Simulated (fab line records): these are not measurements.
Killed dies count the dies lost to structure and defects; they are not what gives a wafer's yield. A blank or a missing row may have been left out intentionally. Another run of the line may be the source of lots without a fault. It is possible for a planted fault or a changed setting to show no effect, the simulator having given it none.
Problem report in the 8D (eight disciplines) form, filled by code || flow rit-cmos || the parts of the form that need people (team, actions taken, sign-off) are left out

1. PROBLEM STATEMENT
Wafers without a fault read 159.4 W, standard deviation 0.49; rf-fwd-power-W at RIT_GATE_ETCH_19 reads a mean of 185.2 W on 6 wafers belonging to 2 lots. Relative to the usual mean, that is a shift of +53 standard deviations.
The step: etches poly-Si in SF6/CHF3/O2, stops on SiO2, time 165 s, target depth 312.5 nm.
First seen on wafer L983.1, day 5 21:49, on rie-si-01. At this step, 42 wafers from 14 lots have a number in the record. By rule, "out" or "out of limits" means more than 4 standard deviations away from the usual mean. The other wafers with a number count as sound.

2. WHAT THIS IS AND IS NOT
{"question": "which readings at this step", "is": "rf-fwd-power-W", "is not": "CHF3_flow_sccm, drypump-motor-current-A, oes-product-au, throttle-valve-pct"}
{"question": "which lots", "is": "L983, L985", "is not": "L967, L968, L969, L970, L971, L972, L974, L975, L976, L977, L978, L979"}
{"question": "which wafers of those lots", "is": "all that have a number", "is not": "-"}
{"question": "read on which tools", "is": "rie-si-01", "is not": "rie-si-02"}
{"question": "when", "is": "from day 5 21:49", "is not": "up to then (36 sound wafers)"}

3. THE SUSPECTS, EACH WITH WHAT RULES IT OUT
Counting: a tool stays on the suspect list if, at a process step up to the reading, it processed all lots that are out and no sound lot following the first of them.
- rie-si-01 at RIT_GATE_ETCH_19 (etches poly-Si in SF6/CHF3/O2, stops on SiO2, time 165 s, target depth 312.5 nm): kept. It ran every lot that is out, first L983 (day 5 21:49), and no sound lot after that; its last sound lot up to then is L979 (day 5 07:27). Its own rf-fwd-power-W readings are out on those wafers.
Remaining after the count: rie-si-01 at RIT_GATE_ETCH_19.

4. THE CAUSE (what the simulator had put in)
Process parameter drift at RIT_GATE_ETCH_19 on rie-si-01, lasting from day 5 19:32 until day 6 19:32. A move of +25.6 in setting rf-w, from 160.
After counting, this tool was the only one left.

5. THE CHAIN OF EFFECTS, in route order
Each row: a reading whose mean over the struck wafers that have a number lies more than 3 standard deviations from the usual. Only readings whose record carries a usual standard deviation are examined. hours: median over the lots of the time between each lot's start at the first step of this table that gives one and its start at this step. sigmas: the change, counted in usual standard deviations.
{"hours": 0, "step": "RIT_GATE_ETCH_19", "reading": "rf-fwd-power-W", "usual": "159.4 W", "on struck wafers": 185.2, "change": "+25.8", "sigmas": "+53"}
The process steps in it:
- RIT_GATE_ETCH_19: etches poly-Si in SF6/CHF3/O2, stops on SiO2, time 165 s, target depth 312.5 nm.

6. WHAT WOULD HAVE CAUGHT IT SOONER
2 hours passed between the start of the fault at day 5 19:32 and the first reading out of limits in this record, taken at day 5 21:49.
